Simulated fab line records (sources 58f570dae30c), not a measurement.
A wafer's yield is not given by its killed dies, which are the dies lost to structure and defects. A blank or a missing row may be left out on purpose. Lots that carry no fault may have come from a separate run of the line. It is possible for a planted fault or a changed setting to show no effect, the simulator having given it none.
Which tool did it? ; flow berkeleyCmos170 ; 13 lots, 39 wafers sampled, at 5 steps of a route of 331

## WHAT EACH GAUGE READ, for each wafer
UCB170_M2_CD_MEAS_90: target cd 700 nm. Usual: cdNm at 698 nm, with a standard deviation of 3.
lot;measured;on;cdNm (nm);flag
L137;day 7 09:26;cdSem-01;705 696 697;
L138;day 7 12:16;cdSem-01;699 700 702;
L140;day 8 04:50;cdSem-01;701 697 700;
L139;day 8 05:12;cdSem-01;700 694 697;
L142;day 8 13:43;cdSem-01;699 702 700;
L143;day 9 01:00;cdSem-01;696 696 697;
L155;day 11 10:14;cdSem-01;701 703 700;
L154;day 11 10:20;cdSem-01;703 700 700;
L153;day 11 10:29;cdSem-02;695 702 700;
L156;day 11 10:47;cdSem-01;698 697 696;
L159;day 11 22:43;cdSem-02;695 702 696;
L158;day 11 22:47;cdSem-02;698 700 699;
L160;day 12 01:53;cdSem-02;693 698 691;

UCB170_M3_CD_MEAS_15: target cd 700 nm. Usual: cdNm at 699.6 nm, with a standard deviation of 1.5.
lot;measured;on;cdNm (nm);flag
L137;day 7 17:03;cdSem-01;701.1 698.0 699.7;
L138;day 7 18:49;cdSem-01;696.2 696.5 697.3;
L140;day 8 11:07;cdSem-01;700.1 699.9 700.7;
L139;day 8 11:22;cdSem-01;699.4 700.5 699.7;
L142;day 8 19:08;cdSem-02;700.0 700.2 700.1;
L143;day 9 07:25;cdSem-01;699.6 688.7 695.9;OFF
L155;day 11 18:41;cdSem-02;699.6 697.8 700.6;
L154;day 11 18:56;cdSem-02;697.6 699.2 698.4;
L153;day 11 18:58;cdSem-01;699.5 699.6 699.4;
L156;day 11 19:07;cdSem-02;696.9 696.8 697.2;
L159;day 12 03:50;cdSem-01;696.7 698.1 698.1;
L158;day 12 04:01;cdSem-01;701.5 701.0 699.6;
L160;day 12 07:04;cdSem-01;701.0 701.3 700.0;

UCB170_M3_OVL_MEAS_16. Usual: M3_OVL gives -1 nm (standard deviation 6.1).
lot;measured;on;M3_OVL (nm);flag
L137;day 7 17:10;overlay-01;-11 -15 -9;
L138;day 7 18:56;overlay-01;-2 -7 -8;
L140;day 8 11:13;overlay-01;0 -1 2;
L139;day 8 11:29;overlay-02;6 -4 9;
L142;day 8 19:13;overlay-01;3 -13 -1;
L143;day 9 07:32;overlay-02;-7 -6 -4;
L155;day 11 18:47;overlay-01;3 0 1;
L154;day 11 19:03;overlay-02;5 12 7;
L153;day 11 19:05;overlay-01;-12 -10 -5;
L156;day 11 19:13;overlay-02;-8 -4 0;
L159;day 12 03:56;overlay-02;0 1 8;
L158;day 12 04:08;overlay-02;-1 3 -5;
L160;day 12 07:11;overlay-02;1 1 1;

## TOOL THAT RAN EACH LOT (tool first, then ch and the chambers of the sampled wafers, then the start)
lot;UCB170_M2_STRIP_19;UCB170_M3_EXPOSE_12
L137;plasmaAsher-03 ch 0,1, day 7 09:12;krfScanner-02 ch 0, day 7 16:20
L138;plasmaAsher-04 ch 0,1, day 7 11:56;krfScanner-01 ch 0, day 7 18:17
L140;plasmaAsher-04 ch 0,1, day 8 04:38;krfScanner-02 ch 0, day 8 10:43
L139;plasmaAsher-03 ch 0,1, day 8 05:05;krfScanner-01 ch 0, day 8 10:59
L142;plasmaAsher-04 ch 0,1, day 8 13:36;krfScanner-02 ch 0, day 8 18:44
L143;plasmaAsher-04 ch 0,1, day 9 00:54;krfScanner-01 ch 0, day 9 06:49
L155;plasmaAsher-04 ch 0,1, day 11 10:07;krfScanner-01 ch 0, day 11 17:34
L154;plasmaAsher-01 ch 1, day 11 10:13;krfScanner-01 ch 0, day 11 17:41
L153;plasmaAsher-04 ch 0,1, day 11 10:23;krfScanner-02 ch 0, day 11 18:07
L156;plasmaAsher-01 ch 0,1, day 11 10:40;krfScanner-02 ch 0, day 11 18:24
L159;plasmaAsher-04 ch 0,1, day 11 22:37;krfScanner-01 ch 0, day 12 03:14
L158;plasmaAsher-03 ch 0,1, day 11 22:38;krfScanner-01 ch 0, day 12 03:37
L160;plasmaAsher-01 ch 0,1, day 12 01:47;krfScanner-01 ch 0, day 12 06:38
- UCB170_M2_STRIP_19: strips in O2.
- UCB170_M3_EXPOSE_12: exposes mask METAL3, target cd 700 nm.

## AS READ BY THE TOOLS THEMSELVES (means over the sampled wafers that have a number; for cases with no such wafer, the mark the record gives instead)
UCB170_M2_STRIP_19. Usual: drypumpMotorCurrentA 5.45 A, standard deviation 0.29; oesProductAu 0.543 a.u., standard deviation 0.014.
lot;tool;drypumpMotorCurrentA (A);oesProductAu (a.u.);flag
L137;plasmaAsher-03;5.39;0.532;
L138;plasmaAsher-04;5.40;0.541;
L140;plasmaAsher-04;5.39;0.545;
L139;plasmaAsher-03;5.38;0.528;
L142;plasmaAsher-04;5.42;0.532;
L143;plasmaAsher-04;5.41;0.534;
L155;plasmaAsher-04;5.40;0.547;
L154;plasmaAsher-01;5.87;0.560;
L153;plasmaAsher-04;5.41;0.550;
L156;plasmaAsher-01;5.57;0.549;
L159;plasmaAsher-04;5.40;0.542;
L158;plasmaAsher-03;5.61;0.558;
L160;plasmaAsher-01;5.58;0.551;

UCB170_M3_EXPOSE_12. Usual: exposureDoseMJCm2 26.021, standard deviation 0.026; stageVelMmS 499.98 mm/s, standard deviation 0.26.
lot;tool;exposureDoseMJCm2;stageVelMmS (mm/s);flag
L137;krfScanner-02;26.032;499.58;
L138;krfScanner-01;26.034;500.55;
L140;krfScanner-02;26.037;500.03;
L139;krfScanner-01;26.027;499.83;
L142;krfScanner-02;26.021;500.13;
L143;krfScanner-01;25.758;500.04;OFF
L155;krfScanner-01;26.034;499.81;
L154;krfScanner-01;26.013;499.94;
L153;krfScanner-02;26.056;499.90;
L156;krfScanner-02;26.012;499.77;
L159;krfScanner-01;26.004;500.00;
L158;krfScanner-01;25.998;500.04;
L160;krfScanner-01;26.013;500.12;

## THE ANSWER, worked out from the rows above alone
Rule: a lot is off if the mean of its wafers that have a number lies more than 3 standard deviations from the usual mean. A lot without any number at a reading at which 4 lots or more have one is off too. Any other lot the step has rows for is counted as sound. Order of review: gauges by route order, followed by the tools' own readings, for which a lot's mean as printed above is used. The first step at which some lot is off is used, and at that step the reading that is off furthest; a lot without a number counts as furthest.
Off: L143 (UCB170_M3_CD_MEAS_15, cdNm).
If a tool, at a process step before that reading, ran all the lots that are off and no sound lot after the first of them, it fits. The gauges at UCB170_M3_CD_MEAS_15 aren't tried: what is off there is off at UCB170_M3_EXPOSE_12 too, on other tools, and a gauge's error can't cause that. Not one of the candidates tried fits.

## WHAT THE SIMULATOR HAD PUT IN
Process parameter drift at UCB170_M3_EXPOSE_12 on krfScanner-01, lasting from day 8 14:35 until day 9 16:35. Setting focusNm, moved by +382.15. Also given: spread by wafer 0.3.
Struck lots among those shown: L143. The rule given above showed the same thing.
